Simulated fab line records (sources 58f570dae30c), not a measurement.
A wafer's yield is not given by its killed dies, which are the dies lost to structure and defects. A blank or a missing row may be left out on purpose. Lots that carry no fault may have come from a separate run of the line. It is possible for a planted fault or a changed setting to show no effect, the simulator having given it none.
Struck lot and sound lot, side by side	flow berkeleyCmos170	17 out of 331 route steps
Sound: these wafers, L615.3, L615.5, L615.6. Wafers struck: L616.2, L616.3, L616.5. At the end, the cause is stated.
Each step with rows lists, per side, the tool, then ch with its chambers, then its first start. Under that, the readings that differ: sound wafers	struck wafers	difference of the means	sigmas: that difference in standard deviations of wafers without a fault.
alike: same words and numbers on both sides, and readings whose means sit less than 2 such deviations apart. not compared: any withheld reading, any reading some wafer has no value for, any bound like >300 that may hide the same value, and any number with overlapping values for which the record gives no deviation.
Wherever a step has rows on one side only, a row that says differs or no value, or a row with sigmas, the two part there. Non-overlapping numbers with no deviation appear without sigmas and do not part them. A reading missing from all wafers of one side parts the sides only when that side holds two or more wafers.

first, 1 step without rows for these wafers: UCB170_CONTACT_SOFTBAKE_05 (time 60 s).
UCB170_CONTACT_STRIP_06: strips in O2.
  sound on plasmaAsher-03 ch 0,1, day 7 16:31; struck on plasmaAsher-02 ch 0,1, day 8 02:26
  alike: drypumpMotorCurrentA, oesProductAu, stripTimeToEndpointS
  not compared: rfHoursCounterH
then, 1 step without rows for these wafers: UCB170_CONTACT_CLEAN_07 (cleans in SPM, time 600 s).
UCB170_CONTACT_RTA_08: time 10 s.
  sound on rtpAnneal-02 ch 0, day 7 17:18; struck on rtpAnneal-01 ch 0, day 8 05:35
reading	sound	struck	difference	sigmas
lampPowerPct (%)	27.8 27.8 27.9	24.8 24.8 24.8	-3.0	-2
  alike: wafer_temp_C_max
then, 6 steps without rows for these wafers: UCB170_CONTACT_COAT_09; UCB170_CONTACT_COAT_10 (resist thk 900 nm); UCB170_CONTACT_SOFTBAKE_11 (time 60 s); UCB170_CONTACT_EXPOSE_12 (exposes mask CONT, target cd 700 nm); UCB170_CONTACT_PEB_13; UCB170_CONTACT_DEVELOP_14 (develop time 45 s).
UCB170_CONTACT_CD_MEAS_15 targets a cd of 700 nm.
  sound on cdSem-02 at day 7 19:22; struck on cdSem-02 at day 8 07:44
  alike: cdNm
UCB170_CONTACT_OVL_MEAS_16:
  sound on overlay-02 at day 7 19:28; struck on overlay-02 at day 8 07:51
  alike: CONTACT_OVL
UCB170_CONTACT_ETCH_17: etches BARC in N2/H2.
  sound on rieDiel-04 ch 0,2,3, day 7 19:29; struck on rieDiel-02 ch 0,2, day 8 07:53
  no value came back on the struck wafers for any of 5 readings (biasW (W), chamberPressureMTorr (mTorr) and others); on the sound wafers biasW (W) reads 99.8 99.9 99.7
UCB170_CONTACT_ETCH_18: etches PSG in CHF3/CF4/Ar, stops on TiSi2, target depth 840 nm, time 195 s.
  sound: rieDiel-04 ch 0,2,3; struck: rieDiel-02 ch 0,2
reading	sound	struck	difference	sigmas
oesProductAu (a.u.)	0.923 0.925 0.907	0.379 0.382 0.375	-0.540	-39
  alike: CHF3_flow_sccm, cf4FlowSccm, drypumpMotorCurrentA, mfcArSccm, throttleValvePct
  not compared: rfHoursCounterH
UCB170_CONTACT_STRIP_19: strips in O2.
  sound on plasmaAsher-02 ch 0,1, day 7 19:41; struck on plasmaAsher-01 ch 0, day 8 08:03
  alike: drypumpMotorCurrentA, oesProductAu
  not compared: rfHoursCounterH
UCB170_CONTACT_CD_MEAS_90 targets a cd of 700 nm.
  sound on cdSem-01 at day 7 19:47; struck on cdSem-02 at day 8 08:10
reading	sound	struck	difference	sigmas
cdNm (nm)	701.2 702.3 701.1	- - -	no value on the struck wafers	
then, 1 step without rows for these wafers: UCB170_CONTACT_CLEAN_20 (cleans in SPM, time 600 s).

## WHERE THEY PART
Earliest at UCB170_CONTACT_RTA_08; latest, in this record, at UCB170_CONTACT_CD_MEAS_90.

WHY: what had been put in by the simulator
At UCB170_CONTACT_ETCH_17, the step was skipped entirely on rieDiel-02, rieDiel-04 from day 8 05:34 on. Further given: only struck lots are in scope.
